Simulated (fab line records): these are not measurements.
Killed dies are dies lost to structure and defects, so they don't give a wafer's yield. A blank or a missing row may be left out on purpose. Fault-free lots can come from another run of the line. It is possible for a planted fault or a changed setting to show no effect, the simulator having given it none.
A struck lot beside a sound one    flow berkeley cmos170    15 out of 331 route steps
Sound: these wafers, L903.1, L903.5, L903.6. Wafers struck: L909.2, L909.4, L909.5. At the end, the cause is stated.
For every step that has rows: the tool of each side, followed by ch and its chambers, followed by its first start. Under that, the readings that differ: sound wafers    struck wafers    difference of the means    sigmas: that difference in standard deviations of wafers without a fault.
alike: words and numbers the same on both sides, and readings whose means are apart by under 2 such deviations; not compared: readings that were withheld, readings missing a value for some wafer, numbers with overlapping values and no deviation given by the record, and bounds like >300 which may hide the same value.
The two part at a step that has a row with sigmas, a row that says differs or no value, or rows on one side only. Numbers that don't overlap but have no deviation are shown without sigmas and don't part them. A reading that every wafer of one side lacks parts them only if that side has two wafers or more.

first, 1 step without rows for these wafers: UCB170_PSD_DEVELOP_05 (develop time 45 s).
UCB170_PSD_CD_MEAS_06: target cd 1200 nm.
  sound on cd sem-01 at day 9 06:35; struck on cd sem-02 at day 10 08:54
  alike: cd nm
UCB170_PSD_OVL_MEAS_07:
  sound on overlay-01 at day 9 06:43; struck on overlay-02 at day 10 09:01
  alike: PSD_OVL
following that, these wafers have no rows for 1 step: UCB170_PSD_IMPLANT_08.
UCB170_PSD_STRIP_09: strips in O2.
  sound on plasma asher-03 ch 0,1, day 9 06:53; struck on plasma asher-02 ch 0,1, day 10 09:11
  alike: chamber pressure mTorr, drypump motor current A, oes product au, strip time to endpoint s
  not compared: rf hours counter h
UCB170_PSD_TW_MEAS_10:
  sound on film metro-04 at day 9 06:59; struck on film metro-04 at day 10 09:18
  alike: PSD_TW
then, 6 steps without rows for these wafers: UCB170_PSD_CLEAN_11 (cleans in SPM, time 600 s); UCB170_NSD_HMDS_00 (prime time 60 s); UCB170_NSD_COAT_01 (resist thk 900 nm); UCB170_NSD_SOFTBAKE_02 (time 60 s); UCB170_NSD_EXPOSE_03 (exposes mask NSELECT MOD, target cd 1200 nm); UCB170_NSD_PEB_04.
UCB170_NSD_DEVELOP_05: develop time 45 s.
  sound on litho track-03 ch 0, day 9 08:00; struck on litho track-01 ch 0, day 10 10:00
reading               sound              struck             difference  sigmas
developer temp C (C)  20.93 21.24 21.16  21.68 21.72 21.70  +0.59       +5
UCB170_NSD_CD_MEAS_06: target cd 1200 nm.
  sound on cd sem-01 at day 9 08:43; struck on cd sem-02 at day 10 11:02
  alike: cd nm
UCB170_M3_PROBE_99:
  the record has rows for the struck wafers here (prober-01, day 11 11:08) and none for the sound ones

## WHERE THEY PART
Earliest at UCB170_NSD_DEVELOP_05; latest, in this record, at UCB170_M3_PROBE_99.

WHY: the cause the simulator had injected
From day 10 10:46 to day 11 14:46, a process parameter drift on litho track-01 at UCB170_NSD_DEVELOP_05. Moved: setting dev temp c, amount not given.
